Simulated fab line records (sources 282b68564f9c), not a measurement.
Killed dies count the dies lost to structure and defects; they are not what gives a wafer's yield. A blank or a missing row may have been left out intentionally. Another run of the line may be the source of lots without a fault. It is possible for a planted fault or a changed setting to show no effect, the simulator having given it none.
What tool caused it? :: flow rit-cmos :: Sampling: 13 lots, 39 wafers, 2 of 202 route steps

WHAT THE GAUGES SHOWED, per wafer
RIT_ACTIVE_THK_MEAS_04.
lot: L379
measured: day 2 02:54
on: film-metro-04
ACTIVE_NITRIDE_THK (nm): 152.6 152.2 152.3

lot: L380
measured: day 2 07:12
on: film-metro-04
ACTIVE_NITRIDE_THK (nm): 151.9 151.4 150.6

lot: L381
measured: day 2 10:48
on: film-metro-01
ACTIVE_NITRIDE_THK (nm): 149.8 150.4 148.9

lot: L382
measured: day 2 17:24
on: film-metro-03
ACTIVE_NITRIDE_THK (nm): 148.2 148.2 148.6

lot: L383
measured: day 2 19:32
on: film-metro-03
ACTIVE_NITRIDE_THK (nm): 149.8 148.5 149.3

lot: L384
measured: day 3 00:42
on: film-metro-01
ACTIVE_NITRIDE_THK (nm): 147.9 147.4 147.7

lot: L386
measured: day 3 10:42
on: film-metro-01
ACTIVE_NITRIDE_THK (nm): 151.6 151.2 151.3

lot: L387
measured: day 3 15:32
on: film-metro-03
ACTIVE_NITRIDE_THK (nm): 150.1 151.0 151.0

lot: L389
measured: day 4 01:34
on: film-metro-04
ACTIVE_NITRIDE_THK (nm): 150.7 150.1 149.9

lot: L390
measured: day 4 08:16
on: film-metro-03
ACTIVE_NITRIDE_THK (nm): 150.7 150.4 150.0

lot: L395
measured: day 5 07:58
on: film-metro-03
ACTIVE_NITRIDE_THK (nm): 152.0 151.0 151.8

lot: L396
measured: day 5 13:22
on: film-metro-03
ACTIVE_NITRIDE_THK (nm): 136.6 138.1 137.0

lot: L397
measured: day 5 20:16
on: film-metro-03
ACTIVE_NITRIDE_THK (nm): 148.7 149.3 148.9

TOOL THAT RAN EACH LOT (tool first, then ch and the chambers of the sampled wafers, then the start)
lot: L379
RIT_ACTIVE_CVD_03: lpcvd-02 ch 0, day 2 00:47

lot: L380
RIT_ACTIVE_CVD_03: lpcvd-02 ch 1, day 2 05:47

lot: L381
RIT_ACTIVE_CVD_03: lpcvd-01 ch 0, day 2 09:23

lot: L382
RIT_ACTIVE_CVD_03: lpcvd-01 ch 0, day 2 15:58

lot: L383
RIT_ACTIVE_CVD_03: lpcvd-02 ch 0, day 2 18:07

lot: L384
RIT_ACTIVE_CVD_03: lpcvd-01 ch 1, day 2 23:16

lot: L386
RIT_ACTIVE_CVD_03: lpcvd-02 ch 0, day 3 09:17

lot: L387
RIT_ACTIVE_CVD_03: lpcvd-02 ch 1, day 3 14:07

lot: L389
RIT_ACTIVE_CVD_03: lpcvd-02 ch 0, day 4 00:07

lot: L390
RIT_ACTIVE_CVD_03: lpcvd-02 ch 1, day 4 06:50

lot: L395
RIT_ACTIVE_CVD_03: lpcvd-01 ch 0, day 5 06:32

lot: L396
RIT_ACTIVE_CVD_03: lpcvd-02 ch 1, day 5 11:56

lot: L397
RIT_ACTIVE_CVD_03: lpcvd-01 ch 1, day 5 18:51
- RIT_ACTIVE_CVD_03: deposits Si3N4 from SiH2Cl2/NH3, target thk 150 nm, time 1500 s.

WHAT THE TOOLS THEMSELVES READ (means of the sampled wafers that have a number; where no wafer has one, the mark that the record gives instead)
RIT_ACTIVE_CVD_03.
lot: L379
tool: lpcvd-02
sih2cl2-flow-sccm (sccm): 59.86

lot: L380
tool: lpcvd-02
sih2cl2-flow-sccm (sccm): 59.91

lot: L381
tool: lpcvd-01
sih2cl2-flow-sccm (sccm): 60.02

lot: L382
tool: lpcvd-01
sih2cl2-flow-sccm (sccm): 59.78

lot: L383
tool: lpcvd-02
sih2cl2-flow-sccm (sccm): 60.10

lot: L384
tool: lpcvd-01
sih2cl2-flow-sccm (sccm): 59.92

lot: L386
tool: lpcvd-02
sih2cl2-flow-sccm (sccm): 59.75

lot: L387
tool: lpcvd-02
sih2cl2-flow-sccm (sccm): 60.06

lot: L389
tool: lpcvd-02
sih2cl2-flow-sccm (sccm): 60.22

lot: L390
tool: lpcvd-02
sih2cl2-flow-sccm (sccm): 59.87

lot: L395
tool: lpcvd-01
sih2cl2-flow-sccm (sccm): 59.90

lot: L396
tool: lpcvd-02
sih2cl2-flow-sccm (sccm): 59.99

lot: L397
tool: lpcvd-01
sih2cl2-flow-sccm (sccm): 60.04

THE ANSWER, worked out from the rows above alone
Rule: usual is defined by the lots themselves. The widest of any qualifying gaps counts: lots, ordered by their means at a reading, are off when they make up no more than a third of the lots, leave a main group of 4 or more, and stand apart from it by 3 or more times the standard deviation of that group's means. Not used: any main group whose means are identical at the precision the tables above print for the reading. Also off: a lot with no number at a reading for which 4 or more lots have one. All remaining lots with rows at the step are treated as sound. The gauges are gone through in route order, then the tools' own readings, and for those a lot's mean is taken as printed above. At the first step where some lot is off, the reading lying furthest off is the one used; lots without a number count as furthest.
Off: L396, seen at RIT_ACTIVE_THK_MEAS_04 (ACTIVE_NITRIDE_THK). Mean 150.2 nm and standard deviation 1.4 in the main group.
If a tool, at a process step before that reading, ran all the lots that are off and no sound lot after the first of them, it fits. Gauges at RIT_ACTIVE_THK_MEAS_04: tried the same way as those tools. One candidate fits, namely lpcvd-02 at RIT_ACTIVE_CVD_03. A fault onset in the window from L390 (day 4 06:50, its last sound lot) to L396 (day 5 11:56, its first lot off) fits.

WHAT THE SIMULATOR PUT IN
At RIT_ACTIVE_CVD_03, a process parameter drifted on lpcvd-02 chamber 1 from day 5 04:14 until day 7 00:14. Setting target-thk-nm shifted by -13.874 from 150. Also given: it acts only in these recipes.
Struck lots among those shown: L396. The same result came from the rule above.
